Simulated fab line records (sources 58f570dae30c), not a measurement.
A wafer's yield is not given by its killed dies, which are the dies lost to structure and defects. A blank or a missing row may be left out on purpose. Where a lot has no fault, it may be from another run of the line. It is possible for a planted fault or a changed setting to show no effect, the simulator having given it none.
Which of the tools did it? ; flow berkeleyCmos170 ; 8 lots with 24 wafers sampled at 3 steps, on a route of 331 steps

## WHAT THE GAUGES READ, wafer by wafer
UCB170_GATE_THK_MEAS_05.
lot;measured;on;GATE_POLY_THK (nm)
L313;day 7 02:35;filmMetro-03;214.2 214.2 215.6
L315;day 8 08:14;filmMetro-01;213.5 211.4 211.8
L317;day 8 17:44;filmMetro-04;213.0 212.8 213.4
L319;day 8 17:41;filmMetro-01;213.3 215.6 214.9
L321;day 9 06:53;filmMetro-01;215.0 215.1 213.3
L323;day 9 18:04;filmMetro-04;109.9 109.1 110.5
L325;day 9 18:03;filmMetro-01;108.8 109.1 109.3
L335;day 12 19:55;filmMetro-01;214.3 214.5 217.3

## TOOL THAT RAN EACH LOT (tool first, then ch and the chambers of the sampled wafers, then the start)
lot;UCB170_ACTIVE_STRIP_16;UCB170_GATE_CVD_04
L313;plasmaAsher-01 ch 0,1, day 4 20:02;lpcvd-02 ch 0, day 7 01:10
L315;plasmaAsher-01 ch 0,1, day 5 13:39;lpcvd-02 ch 0, day 8 06:08
L317;plasmaAsher-02 ch 1, day 6 00:44;lpcvd-02 ch 0, day 8 16:13
L319;plasmaAsher-03 ch 0,1, day 6 00:19;lpcvd-02 ch 0, day 8 16:13
L321;plasmaAsher-02 ch 0,1, day 6 18:54;lpcvd-01 ch 0, day 9 05:29
L323;plasmaAsher-01 ch 0,1, day 7 15:58;lpcvd-01 ch 0, day 9 16:38
L325;plasmaAsher-02 ch 0,1, day 7 15:37;lpcvd-01 ch 1, day 9 16:38
L335;plasmaAsher-01 ch 0,1, day 10 04:08;lpcvd-01 ch 0, day 12 18:31
- UCB170_ACTIVE_STRIP_16: strips in O2.
- UCB170_GATE_CVD_04: deposits poly-Si from SiH4, time 1440 s, target thk 214 nm.

## THE ANSWER, worked out from the rows above alone
Rule: what is usual is taken from the lots themselves. The widest of any qualifying gaps counts: lots, ordered by their means at a reading, are off when they make up no more than a third of the lots, leave a main group of 4 or more, and stand apart from it by 3 or more times the standard deviation of that group's means. A main group is skipped when, at the precision printed for the reading in the tables above, its means are all equal. Also off: a lot with no number at a reading for which 4 or more lots have one. All remaining lots with rows at the step are treated as sound.
Off: at UCB170_GATE_THK_MEAS_05 (GATE_POLY_THK), L323, L325. For the main group the mean is 214.1 nm and the standard deviation 1.1.
A tool fits if, at a process step before that reading, it ran every lot that is off, and no sound lot after the first of them. The gauges at UCB170_GATE_THK_MEAS_05 are tried like those tools. Of those tried, none fits.

## WHAT WAS PUT IN BY THE SIMULATOR
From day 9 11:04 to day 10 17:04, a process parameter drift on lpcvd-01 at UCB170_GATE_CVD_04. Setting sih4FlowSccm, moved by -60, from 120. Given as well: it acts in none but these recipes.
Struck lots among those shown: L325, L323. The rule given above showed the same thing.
